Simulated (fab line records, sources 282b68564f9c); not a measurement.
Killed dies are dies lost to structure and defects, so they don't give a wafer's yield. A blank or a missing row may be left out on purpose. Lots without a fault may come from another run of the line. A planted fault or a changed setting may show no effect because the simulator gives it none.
Which tool did it? | flow rit_cmos | 6 lots, 18 wafers sampled, at 2 steps of a route of 202

WHAT THE GAUGES READ, wafer by wafer
RIT_PRETRO_TW_MEAS_10.
lot  | measured    | on            | PRETRO_TW
L735 | day 2 13:43 | film_metro-02 | 470.9 470.4 474.3
L737 | day 2 22:42 | film_metro-01 | 479.2 477.2 479.6
L739 | day 3 09:45 | film_metro-02 | 470.5 470.5 471.0
L741 | day 3 18:22 | film_metro-04 | 476.7 477.4 476.2
L744 | day 4 09:22 | film_metro-04 | 786.2 787.8 787.2
L746 | day 4 19:50 | film_metro-01 | 793.9 787.9 790.2

WHICH TOOL RAN EACH LOT (tool, then ch and the chambers of the sampled wafers, then the start)
lot  | RIT_PRETRO_IMPLANT_08
L735 | implanter-01 ch 0, day 2 13:25
L737 | implanter-03 ch 0, day 2 22:23
L739 | implanter-01 ch 0, day 3 09:17
L741 | implanter-03 ch 0, day 3 18:02
L744 | implanter-01 ch 0, day 4 09:02
L746 | implanter-01 ch 0, day 4 19:33
- RIT_PRETRO_IMPLANT_08

THE ANSWER, worked out from the rows above alone
Rule: what is usual is taken from the lots themselves. Put in order of their means at a reading, lots are off if they are a third of the lots or fewer, leave a main group of 4 or more, and stand apart from it by a gap of 3 or more times the standard deviation of the main group's means; of several such gaps the widest counts. A main group whose means are all the same, to the digits that the tables above print for the reading, isn't used. A lot without any number at a reading at which 4 lots or more have one is off too. The other lots that the step has rows for count as sound.
Off: L744, L746, at RIT_PRETRO_TW_MEAS_10 (PRETRO_TW). The main group: mean 474.5, standard deviation 3.3.
A tool fits if, at a process step before that reading, it ran every lot that is off, and no sound lot after the first of them. The gauges at RIT_PRETRO_TW_MEAS_10 are tried like those tools. One fits: implanter-01 at RIT_PRETRO_IMPLANT_08. Its last sound lot is L739 (day 3 09:17), its first lot that is off L744 (day 4 09:02): a fault that began between those two fits.

WHAT THE SIMULATOR HAD PUT IN
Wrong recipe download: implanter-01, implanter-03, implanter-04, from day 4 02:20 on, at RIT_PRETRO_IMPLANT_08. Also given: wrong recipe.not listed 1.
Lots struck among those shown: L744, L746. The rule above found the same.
